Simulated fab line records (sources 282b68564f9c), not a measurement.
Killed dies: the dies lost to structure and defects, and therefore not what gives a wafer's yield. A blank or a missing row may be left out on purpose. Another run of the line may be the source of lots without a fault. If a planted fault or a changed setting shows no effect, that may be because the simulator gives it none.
Which tool did it? :: flow rit cmos :: 14 lots, 42 wafers sampled, at 3 steps of a route of 202

WHAT EACH GAUGE READ, for each wafer
RIT_PWELL_TW_MEAS_10. Usual: PWELL_TW 944, standard deviation 12.
lot: L448
measured: day 2 07:40
on: film metro-02
PWELL_TW: 962 964 964
flag: 

lot: L449
measured: day 2 09:02
on: film metro-04
PWELL_TW: 930 932 934
flag: 

lot: L450
measured: day 2 11:17
on: film metro-03
PWELL_TW: 956 959 949
flag: 

lot: L451
measured: day 2 15:19
on: film metro-04
PWELL_TW: 926 933 930
flag: 

lot: L452
measured: day 2 20:00
on: film metro-03
PWELL_TW: 953 956 955
flag: 

lot: L453
measured: day 3 01:00
on: film metro-04
PWELL_TW: 937 943 939
flag: 

lot: L454
measured: day 3 05:16
on: film metro-03
PWELL_TW: 965 962 959
flag: 

lot: L465
measured: day 5 11:41
on: film metro-04
PWELL_TW: 1024 1013 1017 1016 1018 1018
flag: OFF

lot: L466
measured: day 5 16:42
on: film metro-04
PWELL_TW: 1012 1015 1016 1019 1016 1017
flag: OFF

lot: L467
measured: day 5 21:40
on: film metro-04
PWELL_TW: 937 934 938
flag: 

lot: L468
measured: day 6 02:51
on: film metro-04
PWELL_TW: 939 935 934
flag: 

lot: L469
measured: day 6 07:36
on: film metro-03
PWELL_TW: 956 946 954
flag: 

lot: L470
measured: day 6 12:43
on: film metro-04
PWELL_TW: 934 936 938
flag: 

lot: L471
measured: day 6 17:26
on: film metro-03
PWELL_TW: 952 954 953
flag: 

RIT_WELLDRIVE_RS_MEAS_02: uses a four-point probe to measure. Usual: PWELL_RS 429.2 ohm/sq, standard deviation 1.7.
lot: L448
measured: day 2 12:56
on: film metro-04
PWELL_RS (ohm/sq): 430.6 431.0 432.9
flag: 

lot: L449
measured: day 2 14:56
on: film metro-04
PWELL_RS (ohm/sq): 431.4 429.9 431.3
flag: 

lot: L450
measured: day 2 18:01
on: film metro-02
PWELL_RS (ohm/sq): 428.7 429.1 428.6
flag: 

lot: L451
measured: day 2 20:35
on: film metro-04
PWELL_RS (ohm/sq): 431.4 430.9 430.2
flag: 

lot: L452
measured: day 3 01:31
on: film metro-02
PWELL_RS (ohm/sq): 431.7 430.4 429.7
flag: 

lot: L453
measured: day 3 06:52
on: film metro-02
PWELL_RS (ohm/sq): 426.9 427.4 427.4
flag: 

lot: L454
measured: day 3 11:55
on: film metro-03
PWELL_RS (ohm/sq): 427.0 427.7 426.7
flag: 

lot: L465
measured: day 5 17:45
on: film metro-03
PWELL_RS (ohm/sq): 364.2 363.6 363.4 363.7 363.9 363.4
flag: OFF

lot: L466
measured: day 5 23:55
on: film metro-04
PWELL_RS (ohm/sq): 364.6 364.6 365.0 364.4 365.3 365.0
flag: OFF

lot: L467
measured: day 6 03:06
on: film metro-02
PWELL_RS (ohm/sq): 427.6 427.1 427.6
flag: 

lot: L468
measured: day 6 08:11
on: film metro-03
PWELL_RS (ohm/sq): 427.8 428.1 429.1
flag: 

lot: L469
measured: day 6 13:16
on: film metro-02
PWELL_RS (ohm/sq): 426.9 427.8 427.8
flag: 

lot: L470
measured: day 6 18:21
on: film metro-04
PWELL_RS (ohm/sq): 431.5 430.9 430.3
flag: 

lot: L471
measured: day 6 23:26
on: film metro-04
PWELL_RS (ohm/sq): 431.1 428.9 430.9
flag: 

TOOL THAT RAN EACH LOT (tool first, then ch and the chambers of the sampled wafers, then the start)
lot: L448
RIT_PWELL_IMPLANT_08: implanter-04 ch 0, day 2 07:21

lot: L449
RIT_PWELL_IMPLANT_08: implanter-02 ch 0, day 2 08:43

lot: L450
RIT_PWELL_IMPLANT_08: implanter-04 ch 0, day 2 10:59

lot: L451
RIT_PWELL_IMPLANT_08: implanter-04 ch 0, day 2 14:59

lot: L452
RIT_PWELL_IMPLANT_08: implanter-01 ch 0, day 2 19:43

lot: L453
RIT_PWELL_IMPLANT_08: implanter-02 ch 0, day 3 00:43

lot: L454
RIT_PWELL_IMPLANT_08: implanter-02 ch 0, day 3 04:58

lot: L465
RIT_PWELL_IMPLANT_08: implanter-02 ch 0, day 5 11:24

lot: L466
RIT_PWELL_IMPLANT_08: implanter-02 ch 0, day 5 16:22

lot: L467
RIT_PWELL_IMPLANT_08: implanter-04 ch 0, day 5 21:20

lot: L468
RIT_PWELL_IMPLANT_08: implanter-01 ch 0, day 6 02:31

lot: L469
RIT_PWELL_IMPLANT_08: implanter-01 ch 0, day 6 07:17

lot: L470
RIT_PWELL_IMPLANT_08: implanter-04 ch 0, day 6 12:23

lot: L471
RIT_PWELL_IMPLANT_08: implanter-04 ch 0, day 6 17:06
- RIT_PWELL_IMPLANT_08

WHAT THE TOOLS THEMSELVES READ (means of the sampled wafers that have a number; where no wafer has one, the mark that the record gives instead)
RIT_PWELL_IMPLANT_08. Usual: dose ions cm2 7e+13, standard deviation 7.1e+10; faraday current uA 222, standard deviation 4.8.
lot: L448
tool: implanter-04
dose ions cm2: 7e+13
faraday current uA: 227
flag: 

lot: L449
tool: implanter-02
dose ions cm2: 7e+13
faraday current uA: 220
flag: 

lot: L450
tool: implanter-04
dose ions cm2: 7e+13
faraday current uA: 220
flag: 

lot: L451
tool: implanter-04
dose ions cm2: 7e+13
faraday current uA: 228
flag: 

lot: L452
tool: implanter-01
dose ions cm2: 7e+13
faraday current uA: 223
flag: 

lot: L453
tool: implanter-02
dose ions cm2: 7e+13
faraday current uA: 222
flag: 

lot: L454
tool: implanter-02
dose ions cm2: 7e+13
faraday current uA: 219
flag: 

lot: L465
tool: implanter-02
dose ions cm2: 9e+13
faraday current uA: 289
flag: OFF

lot: L466
tool: implanter-02
dose ions cm2: 9e+13
faraday current uA: 291
flag: OFF

lot: L467
tool: implanter-04
dose ions cm2: 7e+13
faraday current uA: 220
flag: 

lot: L468
tool: implanter-01
dose ions cm2: 7e+13
faraday current uA: 221
flag: 

lot: L469
tool: implanter-01
dose ions cm2: 7e+13
faraday current uA: 222
flag: 

lot: L470
tool: implanter-04
dose ions cm2: 7e+13
faraday current uA: 221
flag: 

lot: L471
tool: implanter-04
dose ions cm2: 7e+13
faraday current uA: 222
flag: 

THE ANSWER, worked out from the rows above alone
Rule: take the mean of a lot's wafers that have a number; if it is more than 3 standard deviations from the usual mean, the lot is off. A lot without any number at a reading at which 4 lots or more have one is off too. Where the step has rows for the other lots, those lots are counted as sound. First the gauges in route order, then the tools' own readings, where a lot's mean is used as printed above. The first step at which some lot is off is used, and at that step the reading that is off furthest; a lot without a number counts as furthest.
Off: L465, L466, seen at RIT_PWELL_TW_MEAS_10 (PWELL_TW).
A tool fits if, at a process step before that reading, it ran every lot that is off, and no sound lot after the first of them. Not tried: the gauges at RIT_PWELL_TW_MEAS_10; whatever is off there is also off at RIT_PWELL_IMPLANT_08, on other tools, and gauge error can't account for it. One fits: implanter-02 at RIT_PWELL_IMPLANT_08. Its last sound lot is L454 (day 3 04:58), its first lot that is off L465 (day 5 11:24): a fault that began between those two fits.
The tool's own readings at RIT_PWELL_IMPLANT_08 bear it out: on the lots that are off they differ by more than 5 times the standard deviation of the sound lots' means. dose ions cm2 reads 9e+13 there against 7e+13 on the sound lots; faraday current uA reads 290 there against 222 on the sound lots.

WHAT THE SIMULATOR HAD PUT IN
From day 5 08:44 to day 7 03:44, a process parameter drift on implanter-02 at RIT_PWELL_IMPLANT_08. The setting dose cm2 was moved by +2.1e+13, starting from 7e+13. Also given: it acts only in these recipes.
Struck lots among those shown: L465, L466. The rule above found the same.
